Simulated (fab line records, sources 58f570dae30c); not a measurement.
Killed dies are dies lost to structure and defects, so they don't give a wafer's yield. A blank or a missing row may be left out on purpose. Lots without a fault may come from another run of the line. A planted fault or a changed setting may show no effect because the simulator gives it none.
A struck lot beside a sound one | flow berkeley_cmos170 | 13 steps out of a route of 331
Sound: wafers L713.2, L713.4, L713.6. Struck: wafers L710.1, L710.2, L710.3. The cause comes at the end.
At each step with rows: each side's tool, then ch and its chambers, then its first start. Under that, the readings that differ: sound wafers | struck wafers | difference of the means | sigmas: that difference in standard deviations of wafers without a fault.
alike: readings whose means differ by less than 2 such deviations, and words and numbers that are the same on both sides. not compared: withheld readings, readings that some wafer has no value for, bounds like >300 that may hide the same value, and numbers for which the record gives no deviation and whose values overlap.
The two part at a step that has a row with sigmas, a row that says differs or no value, or rows on one side only. Numbers that don't overlap but have no deviation are shown without sigmas and don't part them. A reading that every wafer of one side lacks parts them only if that side has two wafers or more.

UCB170_NSD_CD_MEAS_06: target cd 1200 nm.
  sound on cd_sem-02, day 10 04:04; struck on cd_sem-02, day 9 23:39
  alike: cd_nm
UCB170_NSD_OVL_MEAS_07:
  sound on overlay-02, day 10 04:10; struck on overlay-02, day 9 23:46
  reading      | sound      | struck | difference | sigmas
  NSD_OVL (nm) | -11 -8 -14 | 0 -1 8 | +13        | +2
then, 1 step without rows for these wafers: UCB170_NSD_IMPLANT_08.
UCB170_NSD_STRIP_09: strips in O2.
  sound on plasma_asher-02 ch 1, day 10 04:21; struck on plasma_asher-04 ch 0,1, day 9 23:58
  alike: drypump_motor_current_A, o2_flow_sccm, oes_product_au, strip_time_to_endpoint_s
  not compared: rf_hours_counter_h
UCB170_NSD_TW_MEAS_10:
  sound on film_metro-01, day 10 04:28; struck on film_metro-02, day 10 00:04
  alike: NSD_TW
then, 4 steps without rows for these wafers: UCB170_NSD_CLEAN_11 (cleans in SPM, time 600 s); UCB170_BACKSIDE_HMDS_00 (prime time 60 s); UCB170_BACKSIDE_COAT_01 (resist thk 900 nm); UCB170_BACKSIDE_SOFTBAKE_02 (time 60 s).
UCB170_BACKSIDE_STRIP_03: strips in O2.
  sound on plasma_asher-04 ch 1, day 10 05:08; struck on plasma_asher-02 ch 0,1, day 10 00:44
  reading                     | sound          | struck         | difference | sigmas
  drypump_motor_current_A (A) | 6.56 6.53 6.56 | 5.55 5.87 5.86 | -0.79      | -3
  alike: o2_flow_sccm, oes_product_au, strip_time_to_endpoint_s
  not compared: rf_hours_counter_h
then, 1 step without rows for these wafers: UCB170_BACKSIDE_CLEAN_04 (cleans in SPM, time 600 s).
UCB170_SDANNEAL_RTA_00: time 10 s.
  sound on rtp_anneal-01 ch 0, day 10 07:49; struck on rtp_anneal-02 ch 0, day 10 01:01
  reading            | sound          | struck         | difference | sigmas
  lamp_power_pct (%) | 24.7 24.7 24.7 | 26.2 26.1 26.2 | +1.5       | +2
  alike: anneal_temp_c_max, chamber_o2_ppm, wafer_temp_C_max
UCB170_SDANNEAL_RTA_01: time 5 s.
  sound on rtp_anneal-01 ch 0, day 10 07:52; struck on rtp_anneal-02, day 10 01:05
  no value came back on the struck wafers for anneal_temp_c_max, chamber_o2_ppm, lamp_power_pct (%), wafer_temp_C_max; on the sound wafers anneal_temp_c_max reads 1053.9 1054.1 1053.2

WHERE THEY PART
First at UCB170_NSD_OVL_MEAS_07; last, within this record, at UCB170_SDANNEAL_RTA_01.

WHY: what the simulator had put in
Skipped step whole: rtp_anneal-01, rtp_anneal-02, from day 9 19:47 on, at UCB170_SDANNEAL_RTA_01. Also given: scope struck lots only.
